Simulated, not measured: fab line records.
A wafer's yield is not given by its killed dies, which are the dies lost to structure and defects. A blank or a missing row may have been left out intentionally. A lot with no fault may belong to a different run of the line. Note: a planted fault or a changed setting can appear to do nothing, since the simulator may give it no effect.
One fault seen from 2 desks | flow berkeley-cmos170 | only its own numbers are on each desk; what lay behind them is given at the end

THE METROLOGY DESK
Means of the sampled wafers that have a number, per lot and without regard to the tool the lot ran on: this is what the gauges read. Any lot whose mean is over 4 standard deviations away from the usual mean is out of limits and marked OUT; that distance is given in the brackets.
Columns: A = cd-nm at UCB170_CONTACT_CD_MEAS_90, usual 699.7 nm; B = V1_OVL at UCB170_V1_OVL_MEAS_13, usual -2 nm
lot  | first seen here | A     | B
L198 | day 7 08:56     | 699.6 | -2
L200 | day 8 07:03     | 701.7 | 1
L201 | day 8 13:41     | 700.5 | 2
L203 | day 8 16:14     | 698.7 | -6
L206 | day 9 11:19     | 701.4 | 0
L207 | day 9 11:19     | 700.2 | -7
L208 | day 9 19:56     | 700.6 | -6
L212 | day 11 08:52    | 698.0 | -5
L215 | day 11 18:41    | 698.4 | -6
L216 | day 11 19:21    | 701.5 | -0
L218 | day 11 21:10    | 698.9 | 2
L217 | day 11 21:28    | 700.7 | -5
L219 | day 12 13:01    | 698.8 | -2
L220 | day 12 13:08    | 701.7 | 7
L221 | day 12 21:05    | 699.2 | -11
Result from this desk: across the 15 lots, nothing is out of limits.

DESK OF THE TOOL OWNER: furnace-03
The tool's own readings at UCB170_M1_ANNEAL_14 (time 1200 s): means of the sampled wafers that have a number, for each lot that ran on this tool. Any lot whose mean is over 4 standard deviations away from the usual mean is out of limits and marked OUT; that distance is given in the brackets.
Columns: A = spike-tc-centre-C at UCB170_M1_ANNEAL_14, usual 401.3 C; B = spike-tc-load-C at UCB170_M1_ANNEAL_14, usual 420.5 C
lot  | first seen here | A     | B
L198 | day 7 11:34     | 401.0 | 421.0
L200 | day 8 09:08     | 400.0 | 419.7
L201 | day 8 15:58     | 400.4 | 420.3
L203 | day 8 19:58     | 401.3 | 419.9
L206 | day 9 14:24     | 400.9 | 420.1
L207 | day 9 14:24     | 401.8 | 419.8
L208 | day 9 22:23     | 401.1 | 419.8
L212 | day 11 11:18    | 400.8 | 420.9
L218 | day 12 00:36    | 401.7 | 420.4
L219 | day 12 14:58    | 401.0 | 420.1
L220 | day 12 16:17    | 401.7 | 421.0
L221 | day 12 23:14    | 401.3 | 420.1
Result from this desk: across the 12 lots, nothing is out of limits.

BROUGHT TOGETHER
Metrology desk: nothing out of limits seen.
The desk of the tool owner found nothing out of limits.

WHAT THE SIMULATOR HAD INSERTED
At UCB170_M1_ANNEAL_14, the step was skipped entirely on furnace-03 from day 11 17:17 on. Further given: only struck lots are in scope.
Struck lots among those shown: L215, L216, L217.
